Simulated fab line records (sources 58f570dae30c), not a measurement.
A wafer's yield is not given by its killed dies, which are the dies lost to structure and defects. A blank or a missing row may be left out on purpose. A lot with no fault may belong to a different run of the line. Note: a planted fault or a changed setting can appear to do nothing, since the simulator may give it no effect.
The tool behind it: which one? | flow berkeley_cmos170 | 45 wafers from 15 lots sampled at 5 of the route's 331 steps

WHAT THE GAUGES SHOWED, per wafer
UCB170_NWELL_TW_MEAS_16.
lot  | measured    | on            | NWELL_TW
L489 | day 2 07:45 | film_metro-04 | 1236 1241 1240
L490 | day 2 12:27 | film_metro-01 | 1255 1249 1260
L491 | day 2 19:01 | film_metro-03 | 1275 1275 1277
L492 | day 2 20:59 | film_metro-04 | 1238 1237 1244
L493 | day 3 12:55 | film_metro-01 | 1255 1251 1253
L494 | day 3 13:02 | film_metro-03 | 1270 1270 1271
L496 | day 3 20:15 | film_metro-03 | 1275 1274 1268
L497 | day 3 20:28 | film_metro-01 | 1251 1264 1259
L498 | day 4 00:56 | film_metro-03 | 1276 1278 1282
L502 | day 4 18:35 | film_metro-01 | 1259 1245 1251
L504 | day 5 14:22 | film_metro-01 | 1303 1295 1292
L505 | day 5 16:43 | film_metro-01 | 1298 1306 1305
L507 | day 5 22:07 | film_metro-03 | 1320 1316 1317
L509 | day 6 06:35 | film_metro-01 | 1262 1259 1254
L512 | day 6 22:07 | film_metro-04 | 1248 1244 1239

UCB170_PWELL_THK_MEAS_06.
lot  | measured    | on            | PWELL_NITRIDE_THK (nm)
L489 | day 3 00:27 | film_metro-01 | 219.7 219.7 218.1
L490 | day 3 07:28 | film_metro-01 | 217.4 218.6 215.3
L491 | day 3 12:47 | film_metro-04 | 223.4 223.8 223.8
L492 | day 3 12:48 | film_metro-02 | 221.2 220.4 221.8
L493 | day 4 06:46 | film_metro-01 | 216.3 217.9 217.8
L494 | day 4 06:46 | film_metro-02 | 218.9 218.7 218.8
L496 | day 4 10:56 | film_metro-04 | 220.6 219.1 218.2
L497 | day 4 10:55 | film_metro-01 | 217.1 218.5 218.0
L498 | day 4 12:26 | film_metro-02 | 219.4 220.2 219.7
L502 | day 5 09:04 | film_metro-04 | 219.2 218.8 218.7
L504 | day 6 03:45 | film_metro-04 | 220.1 222.1 222.5
L505 | day 6 03:44 | film_metro-02 | 223.4 220.9 222.0
L507 | day 6 10:10 | film_metro-04 | 218.7 218.5 217.8
L509 | day 7 00:47 | film_metro-01 | 223.1 220.9 220.2
L512 | day 7 12:19 | film_metro-01 | 218.6 216.3 217.3

UCB170_V1_OVL_MEAS_13.
lot  | measured     | on         | V1_OVL (nm)
L489 | day 7 10:20  | overlay-02 | -12 -16 -16
L490 | day 7 11:10  | overlay-01 | -12 1 -3
L491 | day 7 21:50  | overlay-01 | 1 -5 1
L492 | day 8 00:25  | overlay-01 | -5 -2 -2
L493 | day 8 16:52  | overlay-02 | 5 5 5
L494 | day 8 14:31  | overlay-02 | -9 -11 -9
L496 | day 8 14:31  | overlay-01 | -1 6 2
L497 | day 8 12:22  | overlay-01 | -15 -9 -16
L498 | day 8 15:04  | overlay-02 | -10 -15 -12
L502 | day 9 09:20  | overlay-01 | -3 4 -4
L504 | day 10 08:49 | overlay-01 | 0 -7 -6
L505 | day 10 09:07 | overlay-01 | 3 4 2
L507 | day 10 09:17 | overlay-02 | 9 2 1
L509 | day 10 21:10 | overlay-02 | 2 -1 1
L512 | day 11 16:41 | overlay-02 | -8 -5 -4

WHICH TOOL RAN EACH LOT (tool, then ch and the chambers of the sampled wafers, then the start)
lot  | UCB170_NWELL_IMPLANT_14        | UCB170_PWELL_STRIP_16
L489 | implanter-01 ch 0, day 2 07:31 | plasma_asher-01 ch 0,1, day 3 02:05
L490 | implanter-01 ch 0, day 2 12:14 | plasma_asher-02 ch 0,1, day 3 09:16
L491 | implanter-02 ch 0, day 2 18:47 | plasma_asher-01 ch 0,1, day 3 15:48
L492 | implanter-01 ch 0, day 2 20:46 | plasma_asher-03 ch 0,1, day 3 15:32
L493 | implanter-03 ch 0, day 3 12:41 | plasma_asher-01 ch 0,1, day 4 11:24
L494 | implanter-02 ch 0, day 3 12:47 | plasma_asher-03 ch 0,1, day 4 09:07
L496 | implanter-03 ch 0, day 3 20:02 | plasma_asher-03 ch 0,1, day 4 12:13
L497 | implanter-01 ch 0, day 3 20:13 | plasma_asher-01 ch 0,1, day 4 12:28
L498 | implanter-01 ch 0, day 4 00:41 | plasma_asher-02 ch 0,1, day 4 14:17
L502 | implanter-01 ch 0, day 4 18:21 | plasma_asher-03 ch 0,1, day 5 11:11
L504 | implanter-03 ch 0, day 5 14:08 | plasma_asher-01 ch 0,1, day 6 06:31
L505 | implanter-03 ch 0, day 5 16:28 | plasma_asher-03 ch 0, day 6 06:13
L507 | implanter-03 ch 0, day 5 21:52 | plasma_asher-03 ch 0,1, day 6 11:35
L509 | implanter-02 ch 0, day 6 06:22 | plasma_asher-01 ch 0,1, day 7 02:49
L512 | implanter-02 ch 0, day 6 21:53 | plasma_asher-02 ch 0,1, day 7 16:05
- UCB170_NWELL_IMPLANT_14
- UCB170_PWELL_STRIP_16: strips in O2.

WHAT THE TOOLS THEMSELVES READ (means of the sampled wafers that have a number; where no wafer has one, the mark that the record gives instead)
UCB170_NWELL_IMPLANT_14.
lot  | tool         | dose_ions_cm2 | faraday_current_uA
L489 | implanter-01 | 9.9900e+12    | 30.8
L490 | implanter-01 | 9.9983e+12    | 31.5
L491 | implanter-02 | 1.0004e+13    | 31.9
L492 | implanter-01 | 9.9970e+12    | 31.9
L493 | implanter-03 | 9.9990e+12    | 32.3
L494 | implanter-02 | 1.0012e+13    | 31.4
L496 | implanter-03 | 9.9973e+12    | 32.0
L497 | implanter-01 | 1.0002e+13    | 31.7
L498 | implanter-01 | 1.0010e+13    | 32.3
L502 | implanter-01 | 1.0007e+13    | 32.0
L504 | implanter-03 | 1.1029e+13    | 34.5
L505 | implanter-03 | 1.1005e+13    | 35.2
L507 | implanter-03 | 1.0991e+13    | 34.5
L509 | implanter-02 | 9.9957e+12    | 31.6
L512 | implanter-02 | 9.9857e+12    | 31.5

UCB170_PWELL_STRIP_16.
lot  | tool            | drypump_motor_current_A (A) | oes_product_au (a.u.) | strip_time_to_endpoint_s (s)
L489 | plasma_asher-01 | 5.6                         | 0.722                 | 17.96
L490 | plasma_asher-02 | 5.5                         | 0.722                 | 18.01
L491 | plasma_asher-01 | 5.6                         | 0.723                 | 18.18
L492 | plasma_asher-03 | 6.2                         | 0.726                 | 18.03
L493 | plasma_asher-01 | 5.6                         | 0.724                 | 18.19
L494 | plasma_asher-03 | 6.2                         | 0.718                 | 18.06
L496 | plasma_asher-03 | 6.2                         | 0.725                 | 18.11
L497 | plasma_asher-01 | 5.7                         | 0.724                 | 18.02
L498 | plasma_asher-02 | 5.6                         | 0.723                 | 18.10
L502 | plasma_asher-03 | 6.2                         | 0.720                 | 17.92
L504 | plasma_asher-01 | 5.7                         | 0.721                 | 18.10
L505 | plasma_asher-03 | 6.2                         | 0.722                 | 18.19
L507 | plasma_asher-03 | 6.2                         | 0.719                 | 17.99
L509 | plasma_asher-01 | 5.5                         | 0.724                 | 18.00
L512 | plasma_asher-02 | 5.5                         | 0.723                 | 18.14

THE ANSWER, worked out from the rows above alone
Rule: the lots themselves supply what counts as usual. Put in order of their means at a reading, lots are off if they are a third of the lots or fewer, leave a main group of 4 or more, and stand apart from it by a gap of 3 or more times the standard deviation of the main group's means; of several such gaps the widest counts. A main group is skipped when, at the precision printed for the reading in the tables above, its means are all equal. Also off: a lot with no number at a reading for which 4 or more lots have one. The other lots that the step has rows for count as sound. First the gauges in route order, then the tools' own readings, where a lot's mean is used as printed above. At the first step where some lot is off, the reading lying furthest off is the one used; lots without a number count as furthest.
Off, at UCB170_NWELL_IMPLANT_14 on dose_ions_cm2: L504, L505, L507. For the main group the mean is 9.9998e+12 and the standard deviation 7.4e+09.
If a tool, at that step or one of the process steps before it, ran each lot that is off and ran no sound lot following the first of them, it fits. One candidate fits, namely implanter-03 at UCB170_NWELL_IMPLANT_14. Its last sound lot is L496 (day 3 20:02), its first lot that is off L504 (day 5 14:08): a fault that began between those two fits.
The tool's own readings at UCB170_NWELL_IMPLANT_14 bear it out: on the lots that are off they differ by more than 5 times the standard deviation of the sound lots' means. dose_ions_cm2 reads 1.1008e+13 there against 9.9998e+12 on the sound lots; faraday_current_uA reads 34.7 there against 31.7 on the sound lots.

WHAT THE SIMULATOR PUT IN
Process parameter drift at UCB170_NWELL_IMPLANT_14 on implanter-03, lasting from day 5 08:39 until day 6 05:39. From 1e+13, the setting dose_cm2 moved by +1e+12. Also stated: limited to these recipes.
Lots struck among those shown: L504, L505, L507. The rule above reached the same finding.
